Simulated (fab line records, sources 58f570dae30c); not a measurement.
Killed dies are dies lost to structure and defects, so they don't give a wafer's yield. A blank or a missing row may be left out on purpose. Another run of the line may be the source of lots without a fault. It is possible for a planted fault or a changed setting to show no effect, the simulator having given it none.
fab line records	flow berkeley_cmos170
record: lots: 14	wafers: 42	last_day: 11
route steps=331 shown NSD@207 M1@239 M2@272
lots that met no fault: from a run of the same line without faults
start_h: start of the lot's first displayed wafer, in hours after the record's first day	wait_h: hours elapsed since this lot's preceding step	" identical to the entry in the row above	L1.1+2: several wafers, shown together as one row	- no value present, or no start provided	* or withheld: withheld	< > ~ a bound
route shown NAME@n: NAME is a module with steps in the file, n the number in the route of the first one	usual: mean/standard deviation of fault-free wafers	same: alike in all rows	chamber/n: place in a boat	sites: each site's reading	_std_site: how widely they spread, as a standard deviation	_edge_site: mean of outer sites minus mean of inner sites	radius_mm: for every site, how far away it sits from the centre of the wafer	mask NAME#n: copy n	behind: the last tool/chamber to shape the wafer	hold: the reason the lot was held/the length of the hold in hours/how it ended	device: which transistor (n, p or np) failed to switch	end of line: at the end of the route, the tests of the same wafers	step lacking rows: just its recipe	killed: at the first sort, the dies lost to defects and structure; wafer yield is something else	map: a wafer's dies, x killed, . not, _ none there
set.NAME: the run value of the setting; set.NAME@STEP: its run value at that earlier step	model.NAME: the simulator's own value behind a step, which no gauge read
route steps across a sampled set of lots; one table per step, one row per wafer
services: the hour from which a tool's chamber was out of use, counted from the record's first day as start_h (under 0 if before that day), plus the number of hours and why
== steps ==
step: UCB170_SDANNEAL_RS_MEAS_03
recipe: thk_meas_gauge: four-point-probe
usual: NSD_RS: 37.26/0.09
lot.wafer	tool	chamber	start_h	wait_h	NSD_RS[ohm/sq]
L587.1	film_metro-01	-	139.15	0.1	37.20
L587.2	"	-	"	"	37.23
L587.3	"	-	"	"	37.17
L586.1	film_metro-01	-	139.63	0.1	37.27
L586.3	"	-	"	"	37.31
L586.6	"	-	"	"	37.27
L589.1	film_metro-01	-	164.15	0.1	37.15
L589.3	"	-	"	"	37.19
L589.6	"	-	"	"	37.12
L590.1	film_metro-04	-	164.15	0.1	37.14
L590.4	"	-	"	"	37.26
L590.5	"	-	"	"	37.28
L591.1	film_metro-02	-	174.87	0.1	37.16
L591.2	"	-	"	"	37.07
L591.3	"	-	"	"	37.14
L592.1	film_metro-01	-	175.14	0.1	37.14
L592.3	"	-	"	"	37.19
L592.4	"	-	"	"	37.24
L597.1	film_metro-01	-	189.98	0.1	37.26
L597.3	"	-	"	"	37.24
L597.4	"	-	"	"	37.32
L596.1	film_metro-04	-	190.31	0.1	37.37
L596.2	"	-	"	"	37.26
L596.5	"	-	"	"	37.32
L600.4	film_metro-01	-	217.32	0.1	37.21
L600.5	"	-	"	"	37.18
L600.6	"	-	"	"	37.17
L599.2	film_metro-04	-	217.64	0.1	37.35
L599.5	"	-	"	"	37.44
L599.6	"	-	"	"	37.39
L603.1	film_metro-04	-	224.04	0.1	37.40
L603.3	"	-	"	"	37.43
L603.5	"	-	"	"	37.35
L601.1	film_metro-01	-	227.33	0.1	37.24
L601.2	"	-	"	"	37.26
L601.5	"	-	"	"	37.13
L606.1	film_metro-02	-	243.17	0.1	37.12
L606.4	"	-	"	"	37.10
L606.5	"	-	"	"	37.08
L609.1	film_metro-04	-	243.32	0.1	37.33
L609.2	"	-	"	"	37.38
L609.4	"	-	"	"	37.30
step: UCB170_M1_RS_MEAS_01
recipe: thk_meas_gauge: four-point-probe	reads: Al_of_M1_SPUTTER_00
usual: M1_AL_RS: 0.0487/0.00063
lot.wafer	tool	chamber	start_h	wait_h	M1_AL_RS[ohm/sq]
L587.1	film_metro-02	-	147.00	0.0	0.0486
L587.2	"	-	"	"	0.0480
L587.3	"	-	"	"	0.0489
L586.1	film_metro-02	-	149.13	0.0	0.0482
L586.3	"	-	"	"	0.0492
L586.6	"	-	"	"	0.0484
L589.1	film_metro-02	-	169.56	0.0	0.0482
L589.3	"	-	"	"	0.0491
L589.6	"	-	"	"	0.0483
L590.1	film_metro-01	-	169.91	0.0	0.0482
L590.4	"	-	"	"	0.0485
L590.5	"	-	"	"	0.0481
L591.1	film_metro-04	-	180.71	0.0	0.0494
L591.2	"	-	"	"	0.0489
L591.3	"	-	"	"	0.0488
L592.1	film_metro-02	-	181.19	0.0	0.0489
L592.3	"	-	"	"	0.0485
L592.4	"	-	"	"	0.0497
L597.1	film_metro-02	-	196.89	0.0	0.0478
L597.3	"	-	"	"	0.0479
L597.4	"	-	"	"	0.0493
L596.1	film_metro-01	-	197.01	0.0	0.0486
L596.2	"	-	"	"	0.0492
L596.5	"	-	"	"	0.0489
L599.2	film_metro-04	-	225.74	0.1	0.0491
L599.5	"	-	"	"	0.0489
L599.6	"	-	"	"	0.0499
L600.4	film_metro-02	-	226.32	0.1	0.0475
L600.5	"	-	"	"	0.0481
L600.6	"	-	"	"	0.0493
L603.1	film_metro-02	-	232.08	0.0	0.0477
L603.3	"	-	"	"	0.0473
L603.5	"	-	"	"	0.0483
L601.1	film_metro-04	-	233.58	0.0	0.0482
L601.2	"	-	"	"	0.0477
L601.5	"	-	"	"	0.0476
L606.1	film_metro-01	-	250.99	0.0	0.0476
L606.4	"	-	"	"	0.0482
L606.5	"	-	"	"	0.0485
L609.1	film_metro-04	-	251.26	0.0	0.0499
L609.2	"	-	"	"	0.0491
L609.4	"	-	"	"	0.0491
step: UCB170_M1_STRIP_13
recipe: chemistry: O2	power_w: 400	pressure_mtorr: 3500	platen_temp_c: withheld	o2_flow_sccm: 400	overash_fraction: 0.5
usual: drypump_motor_current_A: 5.7/0.36	oes_product_au: 0.720/0.0044
lot.wafer	tool	chamber	start_h	wait_h	drypump_motor_current_A	oes_product_au	rf_hours_counter_h
L587.1	plasma_asher-01	1	148.35	0.1	5.5	0.720	3
L587.2	"	0	"	"	5.4	0.725	3
L587.3	"	0	"	"	5.4	0.722	-
L586.1	plasma_asher-04	0	151.08	0.1	5.9	0.718	43
L586.3	"	1	"	"	6.5	0.726	-
L586.6	"	0	"	"	5.9	0.719	-
L589.1	plasma_asher-01	0	171.18	0.1	5.4	0.716	6
L589.3	"	1	"	"	5.5	0.721	-
L589.6	"	1	"	"	5.5	0.719	-
L590.1	plasma_asher-01	1	171.91	0.1	5.5	0.730	6
L590.4	"	1	"	"	5.5	0.721	-
L590.5	"	1	"	"	5.5	0.713	-
L591.1	plasma_asher-04	1	182.37	0.1	6.5	0.715	47
L591.2	"	0	"	"	5.9	0.721	47
L591.3	"	0	"	"	5.9	0.716	-
L592.1	plasma_asher-03	0	182.62	0.1	5.5	0.716	41
L592.3	"	0	"	"	5.5	0.722	-
L592.4	"	1	"	"	5.7	0.716	-
L597.1	plasma_asher-01	1	199.15	0.1	5.5	0.717	9
L597.3	"	0	"	"	5.4	0.718	-
L597.4	"	1	"	"	5.5	0.721	-
L596.1	plasma_asher-01	1	199.33	0.1	5.5	0.715	9
L596.2	"	0	"	"	5.4	0.718	9
L596.5	"	0	"	"	5.4	0.722	-
L599.2	plasma_asher-01	0	227.29	0.1	5.4	0.720	12
L599.5	"	1	"	"	5.5	0.716	-
L599.6	"	0	"	"	5.4	0.718	-
L600.4	plasma_asher-01	1	228.75	0.1	5.5	0.722	-
L600.5	"	0	"	"	5.4	0.724	-
L600.6	"	1	"	"	5.5	0.718	-
L603.1	plasma_asher-01	1	233.79	0.1	5.5	0.721	13
L603.3	"	1	"	"	5.5	0.717	-
L603.5	"	1	"	"	5.5	0.718	-
L601.1	plasma_asher-03	0	236.44	0.2	5.5	0.723	48
L601.2	"	1	"	"	5.7	0.732	48
L601.5	"	0	"	"	5.5	0.710	-
L606.1	plasma_asher-04	0	253.29	0.1	5.9	0.727	56
L606.4	"	1	"	"	6.6	0.722	-
L606.5	"	1	"	"	6.5	0.717	-
L609.1	plasma_asher-01	0	253.51	0.1	5.4	0.730	16
L609.2	"	1	"	"	5.5	0.726	16
L609.4	"	0	"	"	5.4	0.725	-
step: UCB170_M2_SPUTTER_01
recipe: material: Al	target_thk_nm: 900	time_s: 120	power_w: 6000	chamber_pressure_pa: 0.5
usual: throttle_valve_pct: 29.9/1.1
lot.wafer	tool	chamber	start_h	wait_h	throttle_valve_pct
L587.1	pvd_sputter-02	-	153.23	0.0	29.4
L587.2	"	-	"	"	30.2
L587.3	"	-	"	"	31.5
L586.1	pvd_sputter-04	-	158.48	0.0	30.6
L586.3	"	-	"	"	31.0
L586.6	"	-	"	"	31.1
L589.1	pvd_sputter-02	-	177.86	0.0	31.3
L589.3	"	-	"	"	30.3
L589.6	"	-	"	"	30.2
L590.1	pvd_sputter-04	-	178.13	0.0	27.7
L590.4	"	-	"	"	31.1
L590.5	"	-	"	"	30.0
L591.1	pvd_sputter-02	-	190.00	0.0	31.2
L591.2	"	-	"	"	30.5
L591.3	"	-	"	"	29.4
L592.1	pvd_sputter-02	-	190.81	0.0	29.9
L592.3	"	-	"	"	31.2
L592.4	"	-	"	"	30.2
L596.1	pvd_sputter-03	-	209.82	0.0	31.0
L596.2	"	-	"	"	28.8
L596.5	"	-	"	"	28.1
L597.1	pvd_sputter-02	-	210.02	0.0	29.5
L597.3	"	-	"	"	31.1
L597.4	"	-	"	"	29.8
L599.2	pvd_sputter-03	-	235.98	0.0	27.9
L599.5	"	-	"	"	29.7
L599.6	"	-	"	"	28.3
L600.4	pvd_sputter-02	-	235.99	0.0	29.7
L600.5	"	-	"	"	30.2
L600.6	"	-	"	"	29.7
L603.1	pvd_sputter-03	-	239.19	0.0	30.9
L603.3	"	-	"	"	28.5
L603.5	"	-	"	"	31.2
L601.1	pvd_sputter-04	-	242.37	0.0	30.7
L601.2	"	-	"	"	28.0
L601.5	"	-	"	"	27.7
L606.1	pvd_sputter-03	-	258.74	0.0	28.6
L606.4	"	-	"	"	31.3
L606.5	"	-	"	"	28.5
L609.1	pvd_sputter-02	-	259.80	0.0	29.6
L609.2	"	-	"	"	29.9
L609.4	"	-	"	"	31.4
step: UCB170_M2_RS_MEAS_02
recipe: thk_meas_gauge: four-point-probe	reads: Al_of_M2_SPUTTER_01
usual: M2_AL_RS: 0.0319/0.00044
lot.wafer	tool	chamber	start_h	wait_h	M2_AL_RS[ohm/sq]
L587.1	film_metro-02	-	153.32	0.0	0.0321
L587.2	"	-	"	"	0.0323
L587.3	"	-	"	"	0.0311
L586.1	film_metro-02	-	158.57	0.0	0.0310
L586.3	"	-	"	"	0.0310
L586.6	"	-	"	"	0.0309
L589.1	film_metro-04	-	177.94	0.0	0.0310
L589.3	"	-	"	"	0.0322
L589.6	"	-	"	"	0.0323
L590.1	film_metro-02	-	178.22	0.0	0.0320
L590.4	"	-	"	"	0.0318
L590.5	"	-	"	"	0.0323
L591.1	film_metro-02	-	190.08	0.0	0.0310
L591.2	"	-	"	"	0.0324
L591.3	"	-	"	"	0.0322
L592.1	film_metro-02	-	190.90	0.0	0.0323
L592.3	"	-	"	"	0.0313
L592.4	"	-	"	"	0.0327
L596.1	film_metro-02	-	209.91	0.0	0.0323
L596.2	"	-	"	"	0.0318
L596.5	"	-	"	"	0.0314
L597.1	film_metro-04	-	210.10	0.0	0.0322
L597.3	"	-	"	"	0.0316
L597.4	"	-	"	"	0.0322
L599.2	film_metro-04	-	236.09	0.1	0.0314
L599.5	"	-	"	"	0.0322
L599.6	"	-	"	"	0.0313
L600.4	film_metro-02	-	236.13	0.1	0.0318
L600.5	"	-	"	"	0.0324
L600.6	"	-	"	"	0.0320
L603.1	film_metro-02	-	239.27	0.0	0.0320
L603.3	"	-	"	"	0.0184
L603.5	"	-	"	"	0.0320
L601.1	film_metro-03	-	242.45	0.0	0.0314
L601.2	"	-	"	"	0.0323
L601.5	"	-	"	"	0.0322
L606.1	film_metro-02	-	258.82	0.0	0.0185
L606.4	"	-	"	"	0.0318
L606.5	"	-	"	"	0.0185
L609.1	film_metro-04	-	259.88	0.0	0.0323
L609.2	"	-	"	"	0.0318
L609.4	"	-	"	"	0.0320
step: UCB170_M2_THK_MEAS_03
recipe: thk_meas_gauge: xrf	reads: Al_of_M2_SPUTTER_01
usual: M2_AL_THK: 917/13
lot.wafer	tool	chamber	start_h	wait_h	M2_AL_THK[nm]
L587.1	film_metro-02	-	153.44	0.1	899
L587.2	"	-	"	"	900
L587.3	"	-	"	"	931
L586.1	film_metro-02	-	158.69	0.1	927
L586.3	"	-	"	"	934
L586.6	"	-	"	"	938
L589.1	film_metro-04	-	178.06	0.1	960
L589.3	"	-	"	"	913
L589.6	"	-	"	"	914
L590.1	film_metro-02	-	178.34	0.1	913
L590.4	"	-	"	"	911
L590.5	"	-	"	"	897
L591.1	film_metro-02	-	190.20	0.1	938
L591.2	"	-	"	"	894
L591.3	"	-	"	"	902
L592.1	film_metro-02	-	191.02	0.1	902
L592.3	"	-	"	"	927
L592.4	"	-	"	"	886
L596.1	film_metro-02	-	210.03	0.1	893
L596.2	"	-	"	"	910
L596.5	"	-	"	"	920
L597.1	film_metro-04	-	210.22	0.1	920
L597.3	"	-	"	"	936
L597.4	"	-	"	"	916
L599.2	film_metro-04	-	236.20	0.1	944
L599.5	"	-	"	"	918
L599.6	"	-	"	"	947
L600.4	film_metro-02	-	236.22	0.1	921
L600.5	"	-	"	"	905
L600.6	"	-	"	"	914
L603.1	film_metro-02	-	239.39	0.1	912
L603.3	"	-	"	"	1581
L603.5	"	-	"	"	917
L601.1	film_metro-03	-	242.57	0.1	934
L601.2	"	-	"	"	911
L601.5	"	-	"	"	909
L606.1	film_metro-02	-	258.94	0.1	1571
L606.4	"	-	"	"	913
L606.5	"	-	"	"	1565
L609.1	film_metro-04	-	260.00	0.1	918
L609.2	"	-	"	"	929
L609.4	"	-	"	"	921
step: UCB170_M2_METAL_ETCH_18
recipe: chemistry: Cl2/BCl3	target: Al	stop_on: SiO2	pressure_mtorr: 12	target_depth_a: 11700	over_etch_frac: 0.3	time_s: 195	icp_w: 600	bias_w: 120	Cl2_flow_sccm: 90	bcl3_flow_sccm: 45
usual: drypump_motor_current_A: 5.5/0.39	oes_product_au: 0.857/0.017	throttle_valve_pct: 24.39/0.26
lot.wafer	tool	chamber	start_h	wait_h	drypump_motor_current_A	oes_product_au	rf_hours_counter_h	throttle_valve_pct
L587.1	rie_metal-01	0	155.28	-	5.9	0.833	12	24.67
L587.2	"	1	"	"	6.1	0.883	10	24.66
L587.3	"	1	"	"	6.1	0.898	-	24.64
L586.1	rie_metal-01	0	162.37	-	5.9	0.849	12	24.68
L586.3	"	1	"	"	6.1	0.902	-	24.65
L586.6	"	0	"	"	5.9	0.846	-	24.68
L589.1	rie_metal-01	0	180.25	-	5.9	0.845	13	24.67
L589.3	"	0	"	"	5.9	0.834	-	24.67
L589.6	"	1	"	"	6.1	0.873	-	24.67
L590.1	rie_metal-02	0	180.86	-	5.0	0.846	5	24.54
L590.4	"	1	"	"	5.1	0.835	-	24.27
L590.5	"	1	"	"	5.1	0.838	-	24.26
L591.1	rie_metal-01	1	192.55	-	6.0	0.896	11	24.63
L591.2	"	0	"	"	5.9	0.817	13	24.69
L591.3	"	1	"	"	6.1	0.883	-	24.65
L592.1	rie_metal-04	1	192.96	-	5.3	0.863	3	23.97
L592.3	"	1	"	"	5.3	0.864	-	23.98
L592.4	"	0	"	"	5.3	0.848	-	24.21
L596.1	rie_metal-04	1	213.24	-	5.3	0.852	3	23.97
L596.2	"	0	"	"	5.3	0.855	13	24.20
L596.5	"	1	"	"	5.3	0.868	-	23.95
L597.1	rie_metal-01	0	213.75	-	5.9	0.832	14	24.68
L597.3	"	1	"	"	6.0	0.875	-	24.66
L597.4	"	0	"	"	5.9	0.826	-	24.68
L599.2	rie_metal-02	1	239.58	-	5.1	0.855	5	24.26
L599.5	"	0	"	"	5.0	0.849	-	24.53
L599.6	"	1	"	"	5.1	0.856	-	24.28
L600.4	rie_metal-01	1	240.37	-	6.1	0.879	-	24.65
L600.5	"	1	"	"	6.0	0.867	-	24.65
L600.6	"	1	"	"	6.0	0.873	-	24.65
L603.1	rie_metal-02	1	242.50	-	5.2	0.840	5	24.25
L603.3	"	1	"	"	5.1	0.979	-	24.18
L603.5	"	0	"	"	5.0	0.856	-	24.54
L601.1	rie_metal-04	1	244.58	-	5.3	0.870	4	23.97
L601.2	"	0	"	"	5.3	0.849	14	24.22
L601.5	"	0	"	"	5.3	0.851	-	24.19
L606.1	rie_metal-02	0	262.53	-	5.0	0.988	7	24.48
L606.4	"	0	"	"	5.0	0.857	-	24.51
L606.5	"	1	"	"	5.2	0.970	-	24.19
L609.1	rie_metal-04	1	263.29	-	5.3	0.859	5	23.99
L609.2	"	0	"	"	5.3	0.860	15	24.19
L609.4	"	1	"	"	5.3	0.869	-	23.97
== services ==
tool	chamber	start_h	hours	kind
pvd_sputter-04	-	135.64	3.4	repair
pvd_sputter-03	-	152.03	2.8	repair
pvd_sputter-02	-	157.53	2.8	repair
rie_metal-04	-	216.16	2.8	pm
plasma_asher-04	-	218.20	1.5	repair
rie_metal-01	0	229.80	-	clean
rie_metal-01	0	229.80	18.7	scheduled_down
rie_metal-01	0	229.80	18.7	vent_cycle
pvd_sputter-03	-	243.58	1.7	repair
pvd_sputter-04	-	247.46	16.0	repair
== key ==
first_sign: step: UCB170_M2_RS_MEAS_02	reading: M2_AL_RS	direction: down	sigmas: 30	usual: 0.0319	struck: 0.0184
effect: step: UCB170_M2_THK_MEAS_03	reading: M2_AL_THK	direction: up	sigmas: 49	usual: 917	struck: 1572
effect: step: UCB170_M2_METAL_ETCH_18	reading: oes_product_au	direction: up	sigmas: 7	usual: 0.857	struck: 0.979
met_at UCB170_M2_SPUTTER_01
struck_lots L603,L606
struck_wafers L603.3,L606.1,L606.5
later_rows_left_out L603.3,L606.1
sort_left_out L603.3,L606.1,L606.5
not_acting_at UCB170_SDANNEAL_RS_MEAS_03,UCB170_M1_RS_MEAS_01,UCB170_M1_STRIP_13
onset_between 209.82 239.19
fault: kind: process_parameter_drift	tool: pvd_sputter-03	chamber: -	onset_h: 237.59	steps: UCB170_M2_SPUTTER_01	channel: target_thk_nm	offset: 647.48	shape: step	end_h: 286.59	acts_in: these_recipes_only	stated: 900	scope: struck_wafers_only
sort_left_out: the simulated sort isn't trusted on such a fault, so these wafers' sort isn't shown, and their yield isn't known
later_rows_left_out: the simulator's readings of these wafers behind a module that went badly wrong aren't trusted and aren't shown, but for the sort
